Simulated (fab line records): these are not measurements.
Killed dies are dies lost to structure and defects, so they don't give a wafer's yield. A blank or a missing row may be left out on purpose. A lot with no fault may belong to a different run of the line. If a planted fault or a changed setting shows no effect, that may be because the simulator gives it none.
Which of the tools did it?    flow rit cmos    Sampling: 16 lots, 48 wafers, 4 of 202 route steps

== WHAT THE GAUGES SHOWED, per wafer ==
RIT_NLDD_OVL_MEAS_06.
lot   measured     on          NLDD_OVL (nm)
L765  day 3 06:12  overlay-01  0.2 1.2 1.0
L766  day 3 10:49  overlay-02  1.1 1.3 0.1
L767  day 3 10:35  overlay-02  -2.7 -2.7 -4.9
L768  day 3 16:59  overlay-01  0.0 1.9 1.9
L769  day 3 20:44  overlay-02  -2.0 -1.6 -2.9
L770  day 4 02:13  overlay-02  -0.2 -0.9 -1.6
L772  day 4 11:19  overlay-01  -0.3 0.0 -0.2
L773  day 4 14:41  overlay-02  -2.2 0.0 -1.9
L774  day 5 01:16  overlay-01  -297.0 -297.9 -298.3
L775  day 5 00:18  overlay-02  0.5 0.8 -0.2
L776  day 5 05:41  overlay-02  -301.9 -302.8 -302.2
L777  day 5 10:54  overlay-01  -298.4 -298.8 -297.6
L778  day 5 15:37  overlay-02  -299.7 -300.2 -300.7
L781  day 6 05:43  overlay-02  -0.9 -0.7 -0.3
L782  day 6 07:37  overlay-01  -1.2 -1.9 -0.7
L785  day 7 01:38  overlay-01  2.3 2.0 1.2

RIT_PLDD_OVL_MEAS_06.
lot   measured     on          PLDD_OVL (nm)
L765  day 3 07:45  overlay-02  -0.8 -0.3 -0.7
L766  day 3 12:21  overlay-02  -1.3 -1.8 -2.2
L767  day 3 12:08  overlay-01  0.6 0.1 -0.7
L768  day 3 18:35  overlay-01  1.6 0.2 -0.5
L769  day 3 22:17  overlay-02  -0.4 -0.9 -0.1
L770  day 4 03:38  overlay-02  0.8 0.7 1.0
L772  day 4 12:54  overlay-01  -2.2 -1.6 -0.8
L773  day 4 16:14  overlay-01  -1.7 -2.7 -2.3
L774  day 5 02:49  overlay-02  0.3 0.4 -1.4
L775  day 5 01:43  overlay-01  -0.2 0.1 0.5
L776  day 5 07:07  overlay-02  0.7 -1.4 -0.3
L777  day 5 12:34  overlay-01  0.3 -0.3 1.3
L778  day 5 17:11  overlay-02  -0.3 -1.0 -1.2
L781  day 6 07:08  overlay-01  1.7 -0.5 0.6
L782  day 6 09:02  overlay-02  0.9 1.0 0.6
L785  day 7 03:10  overlay-01  2.5 1.3 2.7

== WHICH TOOL RAN EACH LOT (tool, then ch and the chambers of the sampled wafers, then the start) ==
lot   RIT_ACTIVE_STRIP_14                  RIT_NLDD_EXPOSE_03
L765  plasma asher-01 ch 0,1, day 1 15:39  iline stepper-01 ch 0, day 3 05:37
L766  plasma asher-01 ch 0,1, day 1 22:38  iline stepper-01 ch 0, day 3 10:25
L767  plasma asher-02 ch 0,1, day 2 02:49  iline stepper-02 ch 0, day 3 10:13
L768  plasma asher-01 ch 0,1, day 2 09:49  iline stepper-02 ch 0, day 3 16:35
L769  plasma asher-01 ch 0,1, day 2 13:04  iline stepper-01 ch 0, day 3 20:21
L770  plasma asher-02 ch 1, day 2 16:58    iline stepper-01 ch 0, day 4 01:49
L772  plasma asher-04 ch 0,1, day 3 01:54  iline stepper-01 ch 0, day 4 10:55
L773  plasma asher-01 ch 0,1, day 3 07:03  iline stepper-02 ch 0, day 4 14:17
L774  plasma asher-04 ch 0, day 3 14:16    iline stepper-01 ch 0, day 5 00:52
L775  plasma asher-02 ch 0,1, day 3 17:53  iline stepper-02 ch 0, day 4 23:55
L776  plasma asher-04 ch 0, day 4 00:28    iline stepper-01 ch 0, day 5 05:17
L777  plasma asher-02 ch 0,1, day 4 04:10  iline stepper-01 ch 0, day 5 10:31
L778  plasma asher-02 ch 0,1, day 4 09:40  iline stepper-01 ch 0, day 5 15:13
L781  plasma asher-04 ch 0,1, day 4 22:58  iline stepper-02 ch 0, day 6 05:19
L782  plasma asher-02 ch 0,1, day 5 05:05  iline stepper-02 ch 0, day 6 07:13
L785  plasma asher-04 ch 0,1, day 5 19:24  iline stepper-02 ch 0, day 7 01:14
- RIT_ACTIVE_STRIP_14: strips in O2, time 180 s.
- RIT_NLDD_EXPOSE_03: exposes mask M7, target cd 40700 nm.

== AS READ BY THE TOOLS THEMSELVES (means over the sampled wafers that have a number; for cases with no such wafer, the mark the record gives instead) ==
RIT_ACTIVE_STRIP_14.
lot   tool             drypump motor current A (A)
L765  plasma asher-01  5.38
L766  plasma asher-01  5.27
L767  plasma asher-02  5.55
L768  plasma asher-01  5.27
L769  plasma asher-01  5.26
L770  plasma asher-02  5.48
L772  plasma asher-04  5.49
L773  plasma asher-01  5.40
L774  plasma asher-04  5.63
L775  plasma asher-02  5.54
L776  plasma asher-04  5.64
L777  plasma asher-02  5.53
L778  plasma asher-02  5.56
L781  plasma asher-04  5.46
L782  plasma asher-02  5.52
L785  plasma asher-04  5.31

== THE ANSWER, worked out from the rows above alone ==
Rule: the lots themselves supply what counts as usual. The widest of any qualifying gaps counts: lots, ordered by their means at a reading, are off when they make up no more than a third of the lots, leave a main group of 4 or more, and stand apart from it by 3 or more times the standard deviation of that group's means. Not used: any main group whose means are identical at the precision the tables above print for the reading. Also off: a lot with no number at a reading for which 4 or more lots have one. All remaining lots with rows at the step are treated as sound. The gauges are gone through in route order, then the tools' own readings, and for those a lot's mean is taken as printed above. The first step at which some lot is off is used, and at that step the reading that is off furthest; a lot without a number counts as furthest.
Off: L774, L776, L777, L778, at RIT_NLDD_OVL_MEAS_06 (NLDD_OVL). The main group: mean -0.4 nm, standard deviation 1.5.
A tool fits if, at a process step before that reading, it ran every lot that is off, and no sound lot after the first of them. Those tools and the gauges at RIT_NLDD_OVL_MEAS_06 are tried in the same way. One fits: RIT_NLDD_EXPOSE_03 on iline stepper-01. Its last sound lot is L772 (day 4 10:55), its first lot that is off L774 (day 5 00:52): a fault that began between those two fits.

== WHAT HAD BEEN PUT IN BY THE SIMULATOR ==
Scanner matching overlay: iline stepper-01, from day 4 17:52 on, at RIT_NLDD_EXPOSE_03. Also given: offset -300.
Shown lots that were struck: L774, L776, L777, L778. The rule above found the same.
